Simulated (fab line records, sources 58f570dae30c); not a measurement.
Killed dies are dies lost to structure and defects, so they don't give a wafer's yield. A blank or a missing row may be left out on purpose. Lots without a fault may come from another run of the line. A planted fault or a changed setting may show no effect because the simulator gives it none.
Chamber matching | flow berkeley_cmos170 | UCB170_M3_ETCH_17 on rie_diel-01: 4 sister chambers
The step etches BARC in N2/H2. 4 wafers are shown with their chamber, then 7 later ones without.

WAFERS WITH THEIR CHAMBER
wafer  | chamber | throttle_valve_pct (%)
L154.2 | 2       | 13.45
L168.1 | 3       | 13.50
L169.1 | 1       | 13.08
L169.2 | 0       | 13.05

WAFERS WITHOUT THEIR CHAMBER
wafer  | throttle_valve_pct (%)
L169.4 | 13.46
L172.4 | 13.10
L172.5 | 13.51
L172.6 | 13.46
L173.2 | 13.04
L173.4 | 13.06
L173.6 | 13.02

WHICH CHAMBER EACH WENT THROUGH
wafer  | from the rows above     | in truth
L169.4 | can't be placed: 2 or 3 | 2
L172.4 | can't be placed: 1 or 0 | 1
L172.5 | 3                       | 3
L172.6 | can't be placed: 2 or 3 | 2
L173.2 | can't be placed: 0 or 1 | 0
L173.4 | can't be placed: 0 or 1 | 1
L173.6 | can't be placed: 0 or 1 | 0
Placed correctly: 1 of 7. Can't be placed from these rows: 6 (the true chamber is among the candidates in 6). Placed wrongly: 0.
How it was worked out, from the rows above alone: a wafer's distance from a chamber is the root of the sum, over the readings, of the square of ((its reading less the chamber's mean) divided by the reading's scatter). The wafer belongs to the nearest chamber; if the next one is less than 2 further off, it can't be placed. A chamber's mean is the mean of its shown wafers. The scatter: with one shown wafer a chamber, the root of the mean of the squares of how far each hidden wafer lies from its nearest shown one.
